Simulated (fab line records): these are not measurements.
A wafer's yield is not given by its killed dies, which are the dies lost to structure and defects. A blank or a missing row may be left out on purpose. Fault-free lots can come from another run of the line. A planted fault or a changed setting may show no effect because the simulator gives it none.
A lot that was struck, set against a sound lot ; flow ritCmos ; 15 out of 202 route steps
Sound: the wafers L507.1, L507.4, L507.5. Struck: wafer L524.5 (L524.4, L524.6, from the same lot, were not struck and are left out); the cause is given at the end.
Each step with rows lists, per side, the tool, then ch with its chambers, then its first start. Under that, the readings that differ: sound wafers ; struck wafers ; difference of the means ; sigmas: that difference in standard deviations of wafers without a fault.
alike: a reading whose means differ by less than 2 such deviations, as well as words and numbers matching on both sides. not compared: withheld readings; readings where some wafer has no value; bounds like >300 that might hide an equal value; numbers whose values overlap and for which the record gives no deviation.
A row with sigmas, a row that says differs or no value, or rows on one side alone: a step with any of these is where the two part. When numbers do not overlap yet have no deviation, they are printed without sigmas and do not part them. Lack of a reading on every wafer of one side parts them only where that side has two or more wafers.

RIT_M1_SPUTTER_00: material Al, target thk 400 nm, time 500 s.
  sound: pvdSputter-02 at day 3 05:09; struck: pvdSputter-02 at day 6 21:06
  alike: substrateTempC, throttleValvePct
RIT_M1_RS_MEAS_01: the measuring method here is four-point-probe.
  sound: filmMetro-02 at day 3 05:26; struck: filmMetro-01 at day 6 21:27
  alike: M1_AL_RS
RIT_M1_THK_MEAS_02: measures by xrf.
  sound: filmMetro-02 at day 3 05:34; struck: filmMetro-01 at day 6 21:32
  alike: M1_AL_THK
then, 6 steps without rows for these wafers: RIT_M1_HMDS_03 (prime time 60 s); RIT_M1_COAT_04 (resist thk 1300 nm); RIT_M1_SOFTBAKE_05 (time 60 s); RIT_M1_EXPOSE_06 (exposes mask M12, target cd 2600 nm); RIT_M1_PEB_07; RIT_M1_DEVELOP_08 (develop time 68 s).
RIT_M1_CD_MEAS_09: target cd 2600 nm.
  sound: cdSem-02 at day 3 06:30; struck: cdSem-02 at day 6 22:50
  alike: cdNm
RIT_M1_OVL_MEAS_10:
  sound: overlay-01 at day 3 06:37; struck: overlay-01 at day 6 22:55
  alike: M1_OVL
then, 1 step without rows for these wafers: RIT_M1_HARDBAKE_11 (time 120 s).
RIT_M1_METAL_ETCH_12: etches Al in Cl2/BCl3, stops on SiO2, time 165 s, target depth 600 nm.
  sound on rieMetal-04 ch 0,1, day 3 06:55; struck on rieMetal-01 ch 0, day 6 23:14
reading;sound;struck;difference;sigmas
model.NOVOLAK_of_M1_COAT_04.thkNm (nm);809.5 804.7 813.7;712.4;-96.9;
model.SiO2_of_CONTACT_CVD_00.thkNm (nm);369.7 372.7 375.5;362.6;-10.0;
model.M1.featureDepthNm (nm);431.3 433.4 436.1;445.6;+12.0;
  alike: drypumpMotorCurrentA, oesProductAu, throttleValvePct
  not compared: rfHoursCounterH
then, 1 step without rows for these wafers: RIT_M1_STRIP_13 (strips in nmp, time 600 s).
RIT_M1_PROBE_99:
  sound: prober-02 at day 3 09:11; struck: prober-01 at day 7 02:25
reading;sound;struck;difference;sigmas
model.etest.antennaM1.vtShiftV (V);-0.01209 -0.01468 -0.009486;-0.02532;-0.01323;
  alike: defectLimitedYield, killedAtContacts, killedAtFrontEnd, killedDies, killedOpen, killedShort, sort_bin_3_pad_short, sort_bin_5_function, sort_bin_6_memory, sortNPass, sortYieldPct

WHERE THEY PART
Nowhere in this record.

WHY: what the simulator had put in
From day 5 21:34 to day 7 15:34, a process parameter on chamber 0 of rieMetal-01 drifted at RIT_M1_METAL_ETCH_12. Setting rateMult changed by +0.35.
